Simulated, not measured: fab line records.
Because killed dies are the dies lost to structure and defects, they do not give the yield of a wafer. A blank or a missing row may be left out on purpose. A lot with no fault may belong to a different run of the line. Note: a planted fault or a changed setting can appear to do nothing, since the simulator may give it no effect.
Which tool was responsible? ; flow berkeleyCmos170 ; Sampling: 13 lots, 39 wafers, 6 of 331 route steps

== WHAT EACH GAUGE READ, for each wafer ==
UCB170_PFIELD_OVL_MEAS_06. Usual: for PFIELD_OVL the level is 2 nm and the standard deviation is 5.8.
lot;measured;on;PFIELD_OVL (nm);flag
L112;day 4 03:51;overlay-01;-3 -1 0;
L111;day 4 03:55;overlay-02;2 -5 -6;
L113;day 4 09:39;overlay-02;5 2 2;
L114;day 4 19:32;overlay-01;1 1 -2;
L117;day 5 09:10;overlay-01;6 6 8;
L119;day 6 04:40;overlay-02;8 6 5;
L120;day 6 05:20;overlay-01;2 2 6;
L123;day 6 16:21;overlay-01;1 2 -1;
L126;day 7 14:53;overlay-01;3 0 0;
L127;day 7 15:09;overlay-01;8 7 12;
L128;day 7 22:53;overlay-02;-1 0 4;
L131;day 8 08:17;overlay-02;-8 -3 -5;
L130;day 8 08:36;overlay-01;4 6 14;

UCB170_GATE_CD_MEAS_12: target cd 350 nm. Usual: cdNm at 350.3 nm, with a standard deviation of 1.4.
lot;measured;on;cdNm (nm);flag
L112;day 5 20:02;cdSem-01;348.9 348.6 348.0;
L111;day 5 19:56;cdSem-02;352.5 352.7 352.4;
L113;day 6 06:19;cdSem-01;350.8 350.3 351.0;
L114;day 6 13:00;cdSem-02;352.1 352.7 351.6;
L117;day 7 05:40;cdSem-01;350.0 350.1 349.3;
L119;day 7 22:38;cdSem-02;350.9 349.6 350.2;
L120;day 7 22:04;cdSem-01;351.3 350.1 349.4;
L123;day 8 12:46;cdSem-02;351.2 351.5 350.9;
L126;day 9 05:53;cdSem-01;350.9 351.7 349.9;
L127;day 9 06:05;cdSem-02;351.7 351.0 351.6;
L128;day 9 14:58;cdSem-02;349.0 349.7 349.2;
L131;day 9 22:36;cdSem-01;353.5 351.9 352.7;
L130;day 9 22:07;cdSem-02;351.5 351.5 349.7;

UCB170_SDANNEAL_RS_MEAS_03: measures by four-point-probe. Usual: for NSD_RS the level is 37.31 ohm/sq and the standard deviation is 0.088.
lot;measured;on;NSD_RS (ohm/sq);flag
L112;day 6 12:35;filmMetro-02;37.36 37.32 37.33;
L111;day 6 12:37;filmMetro-03;37.44 37.30 37.39;
L113;day 6 18:52;filmMetro-04;37.25 37.30 37.31;
L114;day 7 09:01;filmMetro-04;37.15 37.19 37.23;
L117;day 7 21:38;filmMetro-02;37.31 37.34 37.35;
L119;day 8 13:20;filmMetro-02;38.14 38.16 38.20;OFF
L120;day 8 10:47;filmMetro-02;37.31 37.29 37.26;
L123;day 9 03:42;filmMetro-02;38.08 38.19 38.19;OFF
L126;day 9 23:35;filmMetro-04;37.18 37.24 37.22;
L127;day 9 23:41;filmMetro-03;37.29 37.38 37.39;
L128;day 10 03:02;filmMetro-04;37.33 37.29 37.32;
L131;day 10 17:06;filmMetro-03;37.23 37.22 37.19;
L130;day 10 16:58;filmMetro-04;37.36 37.34 37.34;

UCB170_M1_CD_MEAS_09: target cd 700 nm. Usual: cdNm at 700.0 nm, with a standard deviation of 1.5.
lot;measured;on;cdNm (nm);flag
L112;day 6 21:24;cdSem-02;700.0 700.7 701.9;
L111;day 6 21:34;cdSem-01;700.1 698.0 698.5;
L113;day 7 01:52;cdSem-01;702.7 701.7 703.2;
L114;day 7 17:16;cdSem-01;703.2 703.8 704.3;
L117;day 8 04:22;cdSem-02;699.9 699.9 699.9;
L119;day 9 00:05;cdSem-01;698.3 698.9 699.8;
L120;day 8 21:34;cdSem-01;700.9 701.5 701.2;
L123;day 9 12:44;cdSem-02;700.4 699.6 700.8;
L126;day 10 06:59;cdSem-02;700.6 700.4 700.9;
L127;day 10 08:03;cdSem-01;698.7 699.1 698.0;
L128;day 10 10:28;cdSem-02;699.2 699.2 697.8;
L131;day 11 03:11;cdSem-02;701.3 699.1 701.2;
L130;day 11 03:16;cdSem-01;698.4 697.4 698.6;

== EACH LOT AND THE TOOL THAT RAN IT (in order: tool; ch and the chambers of the sampled wafers; start) ==
lot;UCB170_NSD_IMPLANT_08;UCB170_NSD_STRIP_09
L112;implanter-01 ch 0, day 6 10:52;plasmaAsher-02 ch 0,1, day 6 11:01
L111;implanter-02 ch 0, day 6 11:02;plasmaAsher-01 ch 0,1, day 6 11:10
L113;implanter-02 ch 0, day 6 16:56;plasmaAsher-02 ch 0,1, day 6 17:04
L114;implanter-03 ch 0, day 7 04:37;plasmaAsher-03 ch 0, day 7 04:46
L117;implanter-01 ch 0, day 7 20:02;plasmaAsher-02 ch 0,1, day 7 20:08
L119;implanter-02 ch 0, day 8 09:35;plasmaAsher-02 ch 0,1, day 8 09:43
L120;implanter-03 ch 0, day 8 09:08;plasmaAsher-02 ch 0,1, day 8 09:15
L123;implanter-02 ch 0, day 9 02:14;plasmaAsher-02 ch 0,1, day 9 02:23
L126;implanter-03 ch 0, day 9 20:22;plasmaAsher-01 ch 0,1, day 9 20:29
L127;implanter-01 ch 0, day 9 20:37;plasmaAsher-02 ch 0,1, day 9 20:44
L128;implanter-01 ch 0, day 10 01:35;plasmaAsher-02 ch 0,1, day 10 01:42
L131;implanter-03 ch 0, day 10 15:01;plasmaAsher-03 ch 0,1, day 10 15:10
L130;implanter-03 ch 0, day 10 14:39;plasmaAsher-03 ch 0,1, day 10 14:48
- UCB170_NSD_IMPLANT_08
- UCB170_NSD_STRIP_09: strips in O2.

== AS READ BY THE TOOLS THEMSELVES (means over the sampled wafers that have a number; for cases with no such wafer, the mark the record gives instead) ==
UCB170_NSD_IMPLANT_08. Usual: beamEnergyKeV at 40.004, with a standard deviation of 0.013.
lot;tool;beamEnergyKeV;flag
L112;implanter-01;40.001;
L111;implanter-02;40.006;
L113;implanter-02;39.999;
L114;implanter-03;40.002;
L117;implanter-01;40.025;
L119;implanter-02;37.346;OFF
L120;implanter-03;40.002;
L123;implanter-02;37.370;OFF
L126;implanter-03;39.998;
L127;implanter-01;40.014;
L128;implanter-01;40.024;
L131;implanter-03;40.014;
L130;implanter-03;40.003;

UCB170_NSD_STRIP_09. Usual: drypumpMotorCurrentA 5.7 A, standard deviation 0.45; oesProductAu 0.525 a.u., standard deviation 0.0044; stripTimeToEndpointS 35.82 s, standard deviation 0.077.
lot;tool;drypumpMotorCurrentA (A);oesProductAu (a.u.);stripTimeToEndpointS (s);flag
L112;plasmaAsher-02;5.7;0.525;35.78;
L111;plasmaAsher-01;5.7;0.526;35.79;
L113;plasmaAsher-02;5.7;0.528;35.85;
L114;plasmaAsher-03;5.4;0.527;35.89;
L117;plasmaAsher-02;5.4;0.524;35.78;
L119;plasmaAsher-02;5.6;0.532;34.79;OFF
L120;plasmaAsher-02;5.5;0.526;35.87;
L123;plasmaAsher-02;5.7;0.531;34.81;OFF
L126;plasmaAsher-01;6.1;0.524;35.82;
L127;plasmaAsher-02;5.6;0.527;35.79;
L128;plasmaAsher-02;5.5;0.529;35.76;
L131;plasmaAsher-03;5.7;0.528;35.91;
L130;plasmaAsher-03;5.9;0.525;35.80;

== THE ANSWER, worked out from the rows above alone ==
Rule: take the mean of a lot's wafers that have a number; if it is more than 3 standard deviations from the usual mean, the lot is off. Also off: a lot with no number at a reading for which 4 or more lots have one. All remaining lots with rows at the step are treated as sound. The gauges are gone through in route order, then the tools' own readings, and for those a lot's mean is taken as printed above. The first step at which some lot is off is used, and at that step the reading that is off furthest; a lot without a number counts as furthest.
Off: at UCB170_SDANNEAL_RS_MEAS_03 (NSD_RS), L119, L123.
If a tool, at a process step before that reading, ran all the lots that are off and no sound lot after the first of them, it fits. Not tried: the gauges at UCB170_SDANNEAL_RS_MEAS_03; whatever is off there is also off at UCB170_NSD_IMPLANT_08, on other tools, and gauge error can't account for it. One fits: UCB170_NSD_IMPLANT_08 on implanter-02. Its last sound lot is L113 (day 6 16:56), its first lot that is off L119 (day 8 09:35): a fault that began between those two fits.
On the lots that are off, the tool's own readings at UCB170_NSD_IMPLANT_08 differ by more than 5 times the standard deviation of the sound lots' means, which bears it out; beamEnergyKeV reads 37.358 there versus 40.008 on the sound lots.

== WHAT THE SIMULATOR PUT IN ==
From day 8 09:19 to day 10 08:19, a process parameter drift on implanter-02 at UCB170_NSD_IMPLANT_08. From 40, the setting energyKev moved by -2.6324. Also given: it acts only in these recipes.
Struck lots among those shown: L119, L123. This agrees with what the rule above found.
